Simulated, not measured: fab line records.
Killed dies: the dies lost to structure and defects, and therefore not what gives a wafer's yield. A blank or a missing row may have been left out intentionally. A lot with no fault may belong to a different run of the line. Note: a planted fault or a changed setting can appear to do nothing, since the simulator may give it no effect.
Struck lot and sound lot, side by side | flow rit-cmos | 29 steps out of a route of 202
Sound: wafers L265.3, L265.5, L265.6. Struck: wafers L271.1, L271.6 (left out: L271.2, a lot-mate that was not struck); the cause follows at the end.
Order at every step that has rows: each side's tool, ch and its chambers, its first start. Under that, the readings that differ: sound wafers | struck wafers | difference of the means | sigmas: that difference in standard deviations of wafers without a fault.
alike: same words and numbers on both sides, and readings whose means sit less than 2 such deviations apart. not compared: any withheld reading, any reading some wafer has no value for, any bound like >300 that may hide the same value, and any number with overlapping values for which the record gives no deviation.
The two part at a step that has a row with sigmas, a row that says differs or no value, or rows on one side only. When numbers do not overlap yet have no deviation, they are printed without sigmas and do not part them. A reading that every wafer of one side lacks parts them only if that side has two wafers or more.

RIT_SDANNEAL_RTA_03: time 5 s.
  sound on rtp-anneal-02 ch 0, day 4 06:50; struck on rtp-anneal-02 ch 0, day 5 09:33
  alike: ramp-down-c-per-s, wafer_temp_C_max
RIT_SDANNEAL_RS_MEAS_04: measures by four-point-probe.
  struck on film-metro-01, day 5 09:37; sound on film-metro-01, day 4 06:55
  alike: PSD_RS
RIT_SDANNEAL_RS_MEAS_05: measures by four-point-probe.
  struck on film-metro-01, day 5 09:44; sound on film-metro-01, day 4 07:02
  alike: NSD_RS
RIT_SDANNEAL_RS_MEAS_06: measures by four-point-probe.
  struck on film-metro-01, day 5 09:51; sound on film-metro-01, day 4 07:09
  alike: PLDD_RS
RIT_SDANNEAL_RS_MEAS_07: measures by four-point-probe.
  struck on film-metro-01, day 5 09:58; sound on film-metro-01, day 4 07:16
  alike: NLDD_RS
then, 1 step without rows for these wafers: RIT_SILICIDE_WET_ETCH_00 (etches SiO2 in BOE, target depth 14 nm, time 15 s).
RIT_SILICIDE_SPUTTER_01: material Ti, target thk 30 nm, time 240 s.
  struck on pvd-sputter-03, day 5 10:06; sound on pvd-sputter-01, day 4 07:22
  alike: throttle-valve-pct
RIT_SILICIDE_RS_MEAS_02: measures by four-point-probe.
  struck on film-metro-03, day 5 10:15; sound on film-metro-02, day 4 07:33
  alike: SILICIDE_TI_RS
RIT_SILICIDE_THK_MEAS_03: measures by xrf.
  struck on film-metro-03, day 5 10:22; sound on film-metro-02, day 4 07:39
  alike: SILICIDE_TI_THK
RIT_SILICIDE_RTA_04: time 10 s, ramp up 5 s, ramp down 5 s.
  sound on rtp-anneal-01 ch 0, day 4 07:43; struck on rtp-anneal-01 ch 0, day 5 10:26
  alike: wafer_temp_C_max
then, 1 step without rows for these wafers: RIT_SILICIDE_WET_ETCH_05 (etches Ti in SPM, time 120 s).
RIT_SILICIDE_RTA_06: time 10 s, ramp up 5 s, ramp down 10 s.
  sound on rtp-anneal-02 ch 0, day 4 07:49; struck on rtp-anneal-02 ch 0, day 5 10:32
  alike: wafer_temp_C_max
RIT_CONTACT_CVD_00: deposits SiO2 from TEOS, target thk 400 nm, time 61 s.
  sound on pecvd-04 ch 1,2, day 4 07:52; struck on pecvd-04 ch 2, day 5 10:37
  reading                                  | sound             | struck      | difference | sigmas
  model.SiO2_of_CONTACT_CVD_00.thk-nm (nm) | 404.6 401.8 412.7 | 528.3 537.2 | +126.4     |
  alike: heater-power-w
RIT_CONTACT_THK_MEAS_01:
  struck on film-metro-02, day 5 10:40; sound on film-metro-03, day 4 07:56
  reading               | sound       | struck  | difference | sigmas
  CONTACT_TEOS_THK (nm) | 405 402 412 | 529 537 | +127       | +22
then, 6 steps without rows for these wafers: RIT_CONTACT_HMDS_02 (prime time 60 s); RIT_CONTACT_COAT_03 (resist thk 1000 nm); RIT_CONTACT_SOFTBAKE_04 (time 60 s); RIT_CONTACT_EXPOSE_05 (exposes mask M11, target cd 1000 nm); RIT_CONTACT_PEB_06; RIT_CONTACT_DEVELOP_07 (develop time 120 s).
RIT_CONTACT_CD_MEAS_08: the cd target is 1000 nm.
  struck on cd-sem-02, day 5 11:41; sound on cd-sem-02, day 4 09:07
  alike: cd-nm
RIT_CONTACT_OVL_MEAS_09:
  struck on overlay-02, day 5 11:49; sound on overlay-02, day 4 09:12
  alike: CONTACT_OVL
then, 1 step without rows for these wafers: RIT_CONTACT_HARDBAKE_10 (time 60 s).
RIT_CONTACT_ETCH_11: etches SiO2 in CHF3/CF4/Ar, stops on TiSi2, target depth 480 nm, time 320 s.
  sound on rie-diel-03 ch 0,1, day 4 09:22; struck on rie-diel-02 ch 2, day 5 11:59
  reading                             | sound             | struck      | difference | sigmas
  drypump-motor-current-A (A)         | 6.3 6.3 6.1       | 5.3 5.3     | -0.9       | -2
  throttle-valve-pct (%)              | 8.83 8.83 8.65    | 9.06 9.05   | +0.29      | +2
  model.CONTACT.feature-depth-nm (nm) | 404.6 401.8 412.7 | 489.1 488.7 | +82.5      |
  model.etch.depth-nm (nm)            | 404.6 401.8 412.7 | 489.1 488.7 | +82.5      |
  alike: CHF3_flow_sccm, oes-product-au
  not compared: rf-hours-counter-h
RIT_CONTACT_STRIP_12: strips in O2, time 180 s.
  sound on plasma-asher-02 ch 0,1, day 4 09:37; struck on plasma-asher-03 ch 1, day 5 12:11
  alike: drypump-motor-current-A
  not compared: rf-hours-counter-h
RIT_CONTACT_CD_MEAS_90: the cd target is 1000 nm.
  struck on cd-sem-01, day 5 12:22; sound on cd-sem-01, day 4 09:47
  alike: cd-nm
RIT_CONTACT_CLEAN_13: cleans in SC1, time 600 s.
  sound on wet-bench-02 ch 0, day 4 09:52; struck on wet-bench-03 ch 1, day 5 12:29
  reading                                  | sound             | struck      | difference | sigmas
  model.SiO2_of_CONTACT_CVD_00.thk-nm (nm) | 400.6 397.8 408.6 | 524.3 533.1 | +126.4     |
then, 1 step without rows for these wafers: RIT_CONTACT_CLEAN_14 (cleans in SC2, time 600 s).
RIT_M1_PROBE_99:
  record: rows for the struck wafers here (prober-01, day 5 16:56), none for the sound ones

## WHERE THEY PART
Earliest at RIT_CONTACT_THK_MEAS_01; latest, in this record, at RIT_M1_PROBE_99.

WHY: what the simulator had put in
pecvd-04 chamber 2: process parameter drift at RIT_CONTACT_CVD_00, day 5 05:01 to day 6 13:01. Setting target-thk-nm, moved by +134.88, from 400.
